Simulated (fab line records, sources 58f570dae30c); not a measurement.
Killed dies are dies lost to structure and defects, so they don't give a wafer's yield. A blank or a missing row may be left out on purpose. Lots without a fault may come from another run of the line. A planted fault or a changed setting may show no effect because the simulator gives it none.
Problem report in the 8D (eight disciplines) form, filled by code | flow berkeley_cmos170 | the parts of the form that need people (team, actions taken, sign-off) are left out

1. THE PROBLEM
cd_nm at UCB170_ACTIVE_CD_MEAS_13 reads a mean of 1172.2 nm on 6 wafers of 2 lots; wafers without a fault read 1199.5 nm with a standard deviation of 1.5. That is -18 standard deviations from the usual mean.
The step: target cd 1200 nm.
First seen on wafer L310.2, day 10 08:49, on cd_sem-02. The record holds 42 wafers of 14 lots with a number at this step. Rule for "out", or "out of limits": more than 4 standard deviations from the usual mean. The other wafers with a number count as sound.

2. WHAT IT IS AND WHAT IT IS NOT
question                    | is                     | is not
which readings at this step | cd_nm                  | -
which lots                  | L310, L311             | L289, L290, L291, L293, L294, L295, L296, L298, L299, L300, L301, L306
which wafers of those lots  | all that have a number | -
read on which gauges        | cd_sem-01, cd_sem-02   | -
when                        | from day 10 08:49      | up to then (36 sound wafers)

3. SUSPECTS, AND WHAT RULES EACH OUT
Counting: a tool at a process step up to the reading stays a suspect if it ran every lot that is out and no sound lot after the first of them.
- the gauge at UCB170_ACTIVE_CD_MEAS_13: ruled out. The wafers that are out were read on 2 gauges (cd_sem-01, cd_sem-02).
- litho_track-02 at UCB170_ACTIVE_COAT_08 (resist thk 900 nm): kept. It ran every lot that is out, first L310 (day 10 07:28), and no sound lot after that; its last sound lot up to then is L306 (day 9 06:53).
Left after counting: litho_track-02 at UCB170_ACTIVE_COAT_08.

4. THE CAUSE (what the simulator had put in)
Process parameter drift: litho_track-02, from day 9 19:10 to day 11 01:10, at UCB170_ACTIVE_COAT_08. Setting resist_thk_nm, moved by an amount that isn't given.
Counting left only this tool.

5. THE CHAIN OF EFFECTS, in route order
Each row: a reading whose mean over the struck wafers that have a number lies more than 3 standard deviations from the usual. Only readings for which the record gives a usual standard deviation are gone through. hours: the time from each lot's start at the first step in this table that gives one to its start at this step, as a median over the lots. sigmas: the change in usual standard deviations.
hours | step                     | reading                  | usual      | on struck wafers | change | sigmas
0     | UCB170_ACTIVE_CD_MEAS_13 | cd_nm                    | 1199.5 nm  | 1172.2           | -27.2  | -18
7     | UCB170_ACTIVE_STRIP_16   | oes_product_au           | 0.721 a.u. | 0.519            | -0.202 | -52
7     | UCB170_ACTIVE_STRIP_16   | strip_time_to_endpoint_s | 18.08 s    | 7.13             | -10.95 | -99 or more
The process steps in it:
- UCB170_ACTIVE_STRIP_16: strips in O2.
Later measuring or inspecting steps at which every struck wafer that the step has a row for has a number for every such reading, and none has moved that far: UCB170_SACOX_THK_MEAS_02.

6. WHAT WOULD HAVE CAUGHT IT SOONER
In this record the first reading out of limits at a measuring or inspecting step was taken at day 10 08:49, 14 hours after the fault began at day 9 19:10.
Of the lots that are out (2), L311 began UCB170_ACTIVE_COAT_08 on litho_track-02 after day 10 08:49. A hold on the tool at that time would have spared it.
